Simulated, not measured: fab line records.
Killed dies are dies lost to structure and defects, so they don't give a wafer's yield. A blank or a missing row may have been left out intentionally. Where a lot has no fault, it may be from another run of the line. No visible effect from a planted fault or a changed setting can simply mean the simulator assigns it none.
The tool behind it: which one? -- flow berkeley cmos170 -- Sampling: 14 lots, 42 wafers, 6 of 331 route steps

== WHAT EACH GAUGE READ, for each wafer ==
UCB170_PWELL_THK_MEAS_03. Usual: PWELL_OXIDE_THK 26.8 nm, standard deviation 0.44.
lot,measured,on,PWELL_OXIDE_THK (nm),flag
L164,day 3 11:29,film metro-03,26.5 26.6 26.4,
L165,day 3 11:35,film metro-04,26.7 27.0 26.4,
L166,day 3 20:08,film metro-03,27.0 26.7 26.6,
L168,day 4 10:35,film metro-01,27.7 27.6 27.9,
L169,day 4 10:35,film metro-03,26.9 27.3 27.2,
L171,day 4 17:32,film metro-03,26.6 26.8 27.1,
L170,day 4 17:33,film metro-04,26.5 26.8 27.3,
L173,day 5 01:14,film metro-01,27.2 27.0 27.0,
L174,day 5 01:15,film metro-03,26.7 26.5 26.0,
L179,day 5 15:28,film metro-03,27.1 26.5 26.8,
L178,day 5 15:32,film metro-04,25.9 26.6 26.3,
L181,day 5 22:14,film metro-04,26.9 26.8 27.1,
L183,day 6 10:22,film metro-01,26.2 26.6 26.6,
L185,day 6 22:40,film metro-03,27.6 27.8 27.5,

UCB170_PWELL_THK_MEAS_06. Usual: PWELL_NITRIDE_THK 216.9 nm, standard deviation 2.1.
lot,measured,on,PWELL_NITRIDE_THK (nm),flag
L164,day 3 19:35,film metro-03,215.9 215.7 216.9,
L165,day 3 19:40,film metro-03,215.7 217.2 219.8,
L166,day 4 04:58,film metro-01,217.8 217.1 219.1,
L168,day 4 19:07,film metro-03,214.9 215.1 217.1,
L169,day 4 19:07,film metro-04,216.8 217.0 217.4,
L171,day 5 00:37,film metro-03,218.9 221.4 219.8,
L170,day 5 00:34,film metro-03,216.5 216.6 216.5,
L173,day 5 07:34,film metro-01,291.9 293.4 293.1 291.8 293.2 293.1,OFF
L174,day 5 07:35,film metro-03,295.5 294.0 295.0 295.5 293.9 294.8,OFF
L179,day 5 21:28,film metro-01,217.8 217.4 217.1,
L178,day 5 21:32,film metro-04,218.2 216.4 218.4,
L181,day 6 03:47,film metro-03,216.4 215.5 214.4,
L183,day 6 15:38,film metro-04,213.4 215.0 215.4,
L185,day 7 04:19,film metro-01,213.8 212.4 212.9,

UCB170_PWELL_OVL_MEAS_13. Usual: PWELL_OVL 1 nm, standard deviation 6.2.
lot,measured,on,PWELL_OVL (nm),flag
L164,day 3 20:58,overlay-01,8 8 9,
L165,day 3 21:49,overlay-02,1 -1 7,
L166,day 4 06:52,overlay-01,3 7 4,
L168,day 4 20:08,overlay-01,0 -1 -3,
L169,day 4 20:23,overlay-02,-3 1 -1,
L171,day 5 02:41,overlay-02,8 8 15,
L170,day 5 01:58,overlay-01,-7 -2 -5,
L173,day 5 15:48,overlay-02,0 -3 0,
L174,day 5 10:47,overlay-02,2 9 4,
L179,day 5 23:13,overlay-02,-7 -3 -2,
L178,day 5 23:57,overlay-02,5 7 -3,
L181,day 6 05:39,overlay-02,-2 -5 -5,
L183,day 6 16:40,overlay-02,-6 -5 -4,
L185,day 7 06:52,overlay-02,8 7 14,

UCB170_ACTIVE_THK_MEAS_03. Usual: ACTIVE_OXIDE_THK 26.7 nm, standard deviation 0.51.
lot,measured,on,ACTIVE_OXIDE_THK (nm),flag
L164,day 5 01:02,film metro-01,26.8 27.4 27.1,
L165,day 5 01:00,film metro-02,26.7 25.9 26.6,
L166,day 5 05:25,film metro-01,26.3 26.8 26.6,
L168,day 5 13:15,film metro-01,26.8 27.4 27.5,
L169,day 5 13:19,film metro-01,27.4 27.3 27.0,
L171,day 5 21:40,film metro-04,25.7 25.8 25.6,
L170,day 5 21:41,film metro-01,26.0 26.0 26.2,
L179,day 6 14:46,film metro-04,27.4 27.9 27.7,
L178,day 6 14:44,film metro-01,26.5 26.3 26.3,
L181,day 6 21:44,film metro-02,26.6 26.9 26.9,
L183,day 7 15:01,film metro-04,26.3 26.7 26.6,
L185,day 8 06:14,film metro-01,27.8 27.5 27.4,

== WHAT TOOL EACH LOT RAN ON (gives the tool, then ch and the chambers of the sampled wafers, and finally the start) ==
lot,UCB170_PWELL_CVD_05,UCB170_PWELL_ETCH_14
L164,"lpcvd-02 ch 0, day 3 17:40","rie diel-01 ch 0,1, day 3 21:01"
L165,"lpcvd-02 ch 1, day 3 17:40","rie diel-01 ch 0,2, day 3 21:50"
L166,"lpcvd-02 ch 0, day 4 03:04","rie diel-01 ch 0,2,3, day 4 06:55"
L168,"lpcvd-01 ch 1, day 4 17:12","rie diel-03 ch 0,3, day 4 20:11"
L169,"lpcvd-01 ch 0, day 4 17:12","rie diel-01 ch 1,2,3, day 4 20:25"
L171,"lpcvd-01 ch 1, day 4 22:38","rie diel-03 ch 0,3, day 5 02:43"
L170,"lpcvd-01 ch 1, day 4 22:38","rie diel-04 ch 0,1,2, day 5 02:00"
L173,"lpcvd-01 ch 0, day 5 05:39","rie diel-03 ch 1,2, day 5 15:50"
L174,"lpcvd-01 ch 0, day 5 05:39","rie diel-04 ch 0,1, day 5 10:49"
L179,"lpcvd-02 ch 0, day 5 19:32","rie diel-01 ch 0,1, day 5 23:15"
L178,"lpcvd-02 ch 0, day 5 19:32","rie diel-04 ch 2,3, day 5 23:59"
L181,"lpcvd-02 ch 1, day 6 01:52","rie diel-04 ch 1,2,3, day 6 05:41"
L183,"lpcvd-02 ch 1, day 6 13:44","rie diel-04 ch 0,2,3, day 6 16:43"
L185,"lpcvd-02 ch 1, day 7 02:24","rie diel-03 ch 0,2,3, day 7 06:54"
- UCB170_PWELL_CVD_05: deposits Si3N4 from SiH2Cl2/NH3, target thk 220 nm, time 3300 s.
- UCB170_PWELL_ETCH_14: etches Si3N4 in CH3F/Ar/O2, stops on SiO2, target depth 242 nm, time 151 s.

== WHAT THE TOOLS THEMSELVES READ (means of the sampled wafers that have a number; where no wafer has one, the mark that the record gives instead) ==
UCB170_PWELL_CVD_05. Usual: pressure mtorr 200.1 mTorr, standard deviation 0.37; spike tc load C 825.1 C, standard deviation 1.8.
lot,tool,pressure mtorr (mTorr),spike tc load C (C),flag
L164,lpcvd-02,200.2,825.3,
L165,lpcvd-02,200.1,823.5,
L166,lpcvd-02,200.0,826.1,
L168,lpcvd-01,200.8,827.1,
L169,lpcvd-01,199.6,825.3,
L171,lpcvd-01,199.8,826.6,
L170,lpcvd-01,200.1,826.6,
L173,lpcvd-01,199.9,825.4,
L174,lpcvd-01,199.8,826.4,
L179,lpcvd-02,200.0,826.5,
L178,lpcvd-02,199.7,825.9,
L181,lpcvd-02,199.3,821.7,
L183,lpcvd-02,200.3,822.8,
L185,lpcvd-02,200.1,822.9,

UCB170_PWELL_ETCH_14. Usual: drypump motor current A 5.9 A, standard deviation 0.45; oes product au 0.931 a.u., standard deviation 0.014; rf fwd power W 448.0 W, standard deviation 1.5; throttle valve pct 8.08 %, standard deviation 0.13.
lot,tool,drypump motor current A (A),oes product au (a.u.),rf fwd power W (W),throttle valve pct (%),flag
L164,rie diel-01,5.6,0.933,448.7,7.93,
L165,rie diel-01,5.4,0.943,448.1,7.97,
L166,rie diel-01,5.5,0.942,449.0,7.95,
L168,rie diel-03,5.9,0.916,447.7,8.15,
L169,rie diel-01,5.6,0.940,448.5,7.92,
L171,rie diel-03,6.0,0.934,447.8,8.12,
L170,rie diel-04,5.8,0.930,447.5,8.17,
L173,rie diel-03,6.0,1.007,447.3,8.01,OFF
L174,rie diel-04,6.2,0.992,449.1,8.26,OFF
L179,rie diel-01,5.6,0.940,446.4,7.92,
L178,rie diel-04,5.7,0.921,449.0,8.21,
L181,rie diel-04,5.9,0.918,448.7,8.22,
L183,rie diel-04,5.6,0.925,446.9,8.17,
L185,rie diel-03,6.2,0.918,449.3,8.12,

== THE ANSWER, worked out from the rows above alone ==
Rule: a lot counts as off when the mean over its wafers that have a number is more than 3 standard deviations away from the usual mean. Also off: a lot with no number at a reading for which 4 or more lots have one. Where the step has rows for the other lots, those lots are counted as sound. First the gauges in route order, then the tools' own readings, where a lot's mean is used as printed above. At the first step where some lot is off, the reading lying furthest off is the one used; lots without a number count as furthest.
Off: L173, L174, at UCB170_PWELL_THK_MEAS_06 (PWELL_NITRIDE_THK).
A tool fits if, at a process step before that reading, it ran every lot that is off, and no sound lot after the first of them. Not tried: the gauges at UCB170_PWELL_THK_MEAS_06; whatever is off there is also off at UCB170_PWELL_ETCH_14, on other tools, and gauge error can't account for it. One fits: lpcvd-01 at UCB170_PWELL_CVD_05. Its last sound lot is L170 (day 4 22:38), its first lot that is off L173 (day 5 05:39): a fault that began between those two fits.

== WHAT THE SIMULATOR HAD INSERTED ==
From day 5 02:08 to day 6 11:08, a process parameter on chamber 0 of lpcvd-01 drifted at UCB170_PWELL_CVD_05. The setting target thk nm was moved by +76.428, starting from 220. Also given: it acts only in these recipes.
Lots struck among those shown: L173, L174. The same result came from the rule above.
